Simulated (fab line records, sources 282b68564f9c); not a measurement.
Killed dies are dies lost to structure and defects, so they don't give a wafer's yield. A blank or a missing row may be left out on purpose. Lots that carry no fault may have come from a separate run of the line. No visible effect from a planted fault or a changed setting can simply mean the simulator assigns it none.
What tool caused it? ; flow rit-cmos ; 13 lots with 39 wafers sampled at 3 steps, on a route of 202 steps

WHAT EACH GAUGE READ, for each wafer
RIT_PLDD_OVL_MEAS_06. Usual: PLDD_OVL -0.9 nm, standard deviation 1.6.
lot;measured;on;PLDD_OVL (nm);flag
L863;day 3 06:12;overlay-01;0.1 -0.9 -2.8;
L864;day 3 17:22;overlay-02;-3.4 -1.7 -1.0;
L865;day 4 00:07;overlay-02;-1.4 -0.8 -0.1;
L867;day 4 07:26;overlay-02;0.8 1.1 0.5;
L868;day 4 14:56;overlay-02;-1.4 -1.7 -0.2;
L869;day 4 22:41;overlay-02;1.3 2.0 0.0;
L870;day 5 01:27;overlay-01;-0.7 -1.8 -1.9;
L871;day 5 04:43;overlay-01;-0.7 -1.1 0.1;
L872;day 5 12:52;overlay-01;-3.9 -2.4 -3.5;
L875;day 5 22:16;overlay-02;- - -;OFF
L882;day 7 12:51;overlay-02;-1.7 -2.3 -1.3;
L883;day 7 17:47;overlay-02;0.2 0.0 0.2;
L884;day 8 06:01;overlay-01;0.8 -2.6 -2.3;

RIT_PLDD_TW_MEAS_10. Usual: PLDD_TW 2356, standard deviation 9.1.
lot;measured;on;PLDD_TW;flag
L863;day 3 06:43;film-metro-04;2351 2350 2345;
L864;day 3 17:53;film-metro-04;2363 2357 2350;
L865;day 4 00:37;film-metro-03;2372 2374 2362;
L867;day 4 07:58;film-metro-03;2375 2373 2373;
L868;day 4 15:28;film-metro-03;2357 2362 2355;
L869;day 4 23:12;film-metro-04;2362 2358 2355;
L870;day 5 01:58;film-metro-04;2350 2351 2351;
L871;day 5 05:23;film-metro-04;2340 2344 2348;
L872;day 5 13:23;film-metro-03;2349 2378 2367;
L875;day 5 22:47;film-metro-04;30 30 30;OFF
L882;day 7 13:22;film-metro-02;2352 2371 2357;
L883;day 7 18:17;film-metro-03;2345 2342 2367;
L884;day 8 06:31;film-metro-02;2368 2349 2343;

WHAT TOOL EACH LOT RAN ON (gives the tool, then ch and the chambers of the sampled wafers, and finally the start)
lot;RIT_PLDD_EXPOSE_03
L863;iline-stepper-01 ch 0, day 3 05:50
L864;iline-stepper-01 ch 0, day 3 16:59
L865;iline-stepper-01 ch 0, day 3 23:43
L867;iline-stepper-02 ch 0, day 4 07:03
L868;iline-stepper-02 ch 0, day 4 14:33
L869;iline-stepper-01 ch 0, day 4 22:17
L870;iline-stepper-02 ch 0, day 5 01:05
L871;iline-stepper-02 ch 0, day 5 04:19
L872;iline-stepper-02 ch 0, day 5 12:30
L875;iline-stepper-02 ch 0, day 5 21:52
L882;iline-stepper-01 ch 0, day 7 12:27
L883;iline-stepper-01 ch 0, day 7 17:23
L884;iline-stepper-02 ch 0, day 8 05:37
- RIT_PLDD_EXPOSE_03: exposes mask M8, target cd 40900 nm.

AS READ BY THE TOOLS THEMSELVES (means over the sampled wafers that have a number; for cases with no such wafer, the mark the record gives instead)
RIT_PLDD_EXPOSE_03. Usual: focus-offset-nm 0.0 nm, standard deviation 0.48; stage-vel-mm-s 500.05 mm/s, standard deviation 0.27.
lot;tool;focus-offset-nm (nm);stage-vel-mm-s (mm/s);flag
L863;iline-stepper-01;-0.4;499.85;
L864;iline-stepper-01;0.3;499.93;
L865;iline-stepper-01;-0.7;500.03;
L867;iline-stepper-02;-0.4;500.02;
L868;iline-stepper-02;0.1;500.00;
L869;iline-stepper-01;0.0;500.33;
L870;iline-stepper-02;0.4;500.60;
L871;iline-stepper-02;0.1;500.11;
L872;iline-stepper-02;0.5;500.03;
L875;iline-stepper-02;0.3;499.97;
L882;iline-stepper-01;0.1;500.02;
L883;iline-stepper-01;-0.3;499.88;
L884;iline-stepper-02;-0.2;499.56;

THE ANSWER, worked out from the rows above alone
Rule: a lot is off if the mean of its wafers that have a number lies more than 3 standard deviations from the usual mean. Also off: a lot with no number at a reading for which 4 or more lots have one. Where the step has rows for the other lots, those lots are counted as sound. First the gauges in route order, then the tools' own readings, where a lot's mean is used as printed above. The first step at which some lot is off is used, and at that step the reading that is off furthest; a lot without a number counts as furthest.
Off: at RIT_PLDD_OVL_MEAS_06 (PLDD_OVL), L875. Without a number there: L875.
A tool fits if, at a process step before that reading, it ran every lot that is off, and no sound lot after the first of them. Not tried: the gauges at RIT_PLDD_OVL_MEAS_06; whatever is off there is also off at RIT_PLDD_TW_MEAS_10, on other tools, and gauge error can't account for it. Of those tried, none fits.

WHAT WAS PUT IN BY THE SIMULATOR
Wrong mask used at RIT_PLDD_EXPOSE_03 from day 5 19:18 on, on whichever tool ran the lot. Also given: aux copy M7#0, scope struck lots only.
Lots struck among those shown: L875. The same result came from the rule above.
